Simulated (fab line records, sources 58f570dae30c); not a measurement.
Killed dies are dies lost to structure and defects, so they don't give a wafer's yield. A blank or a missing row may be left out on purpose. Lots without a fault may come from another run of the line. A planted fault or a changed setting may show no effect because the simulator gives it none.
Split-lot experiment | flow berkeley_cmos170 | 5 lots, 23 wafers read, on a route of 331 steps

THE SPLIT
At UCB170_ACTIVE_OXIDATION_02 (target thk 26.4 nm, ox time 1260 s), the setting temp_c was moved away from the recipe's 1000 C on 20 of the 23 wafers read, by -2.4% to +2.9%. The other wafers ran this setting at the recipe's value.

The file shows no step between the split and the reading.

THE READING
ACTIVE_OXIDE_THK, in nm, at UCB170_ACTIVE_THK_MEAS_03. Fault-free wafers of this fab line usually give 26.5 nm, standard deviation 0.39 nm.

wafer  | tool, chamber at the split | temp_c as run, C | against the recipe | ACTIVE_OXIDE_THK, nm | against lot-mates on the recipe
L074.1 | -, -                       | 1029             | +2.9%              | 33.8                 | no lot-mate on the recipe
L074.2 | -, -                       | 1029             | +2.9%              | 34.0                 | no lot-mate on the recipe
L074.3 | -, -                       | 1029             | +2.9%              | 33.7                 | no lot-mate on the recipe
L074.4 | -, -                       | 1029             | +2.9%              | 34.0                 | no lot-mate on the recipe
L074.6 | -, -                       | 1029             | +2.9%              | 33.7                 | no lot-mate on the recipe
L075.1 | -, -                       | 1027             | +2.7%              | 33.2                 | no lot-mate on the recipe
L075.3 | -, -                       | 1027             | +2.7%              | 33.3                 | no lot-mate on the recipe
L075.4 | -, -                       | 1027             | +2.7%              | 33.3                 | no lot-mate on the recipe
L075.5 | -, -                       | 1027             | +2.7%              | 33.5                 | no lot-mate on the recipe
L075.6 | -, -                       | 1027             | +2.7%              | 33.5                 | no lot-mate on the recipe
L077.1 | -, -                       | 976.4            | -2.4%              | 21.2                 | no lot-mate on the recipe
L077.2 | -, -                       | 976.4            | -2.4%              | 21.2                 | no lot-mate on the recipe
L077.3 | -, -                       | 976.4            | -2.4%              | 20.8                 | no lot-mate on the recipe
L077.5 | -, -                       | 976.4            | -2.4%              | 21.2                 | no lot-mate on the recipe
L077.6 | -, -                       | 976.4            | -2.4%              | 20.4                 | no lot-mate on the recipe
L078.2 | -, -                       | 1016             | +1.6%              | 30.3                 | no lot-mate on the recipe
L078.3 | -, -                       | 1016             | +1.6%              | 29.7                 | no lot-mate on the recipe
L078.4 | -, -                       | 1016             | +1.6%              | 29.6                 | no lot-mate on the recipe
L078.5 | -, -                       | 1016             | +1.6%              | 29.9                 | no lot-mate on the recipe
L078.6 | -, -                       | 1016             | +1.6%              | 30.1                 | no lot-mate on the recipe
L083.1 | furnace-01, 0              | 1000             | recipe             | 26.6                 | -
L083.2 | furnace-01, 0              | 1000             | recipe             | 26.8                 | -
L083.4 | furnace-01, 0              | 1000             | recipe             | 26.4                 | -

THE FIT
A straight line over all 23 wafers: ACTIVE_OXIDE_THK changes by +2.43 nm for each +1% of temp_c; r = +1.00; the points scatter about the line by 0.39 nm.
Too few moved wafers have a lot-mate on the recipe to fit a line with each lot's own level taken away.

THE WHOLE CHAIN: every reading that the file lists as answering this split, in the file's order
step                       | what it does                                                               | reading                                                                             | change (the file's fit)              | r (the file's)
UCB170_ACTIVE_OXIDATION_02 | target thk 26.4 nm, ox time 1260 s                                         | SiO2_of_ACTIVE_OXIDATION_02.thk_nm (the simulator's own value, which no gauge read) | +2.43 nm for each +1% of the setting | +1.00
UCB170_ACTIVE_THK_MEAS_03  |                                                                            | ACTIVE_OXIDE_THK                                                                    | +2.43 for each +1% of the setting    | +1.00
UCB170_ACTIVE_ETCH_15      | etches Si3N4 in CH3F/Ar/O2, stops on SiO2, target depth 242 nm, time 151 s | SiO2_of_ACTIVE_OXIDATION_02.thk_nm (the simulator's own value, which no gauge read) | +2.3 nm for each +1% of the setting  | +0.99

THE FILE'S OWN FIT
ACTIVE_OXIDE_THK changes by +2.43 nm for each +1% of temp_c, r = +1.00.
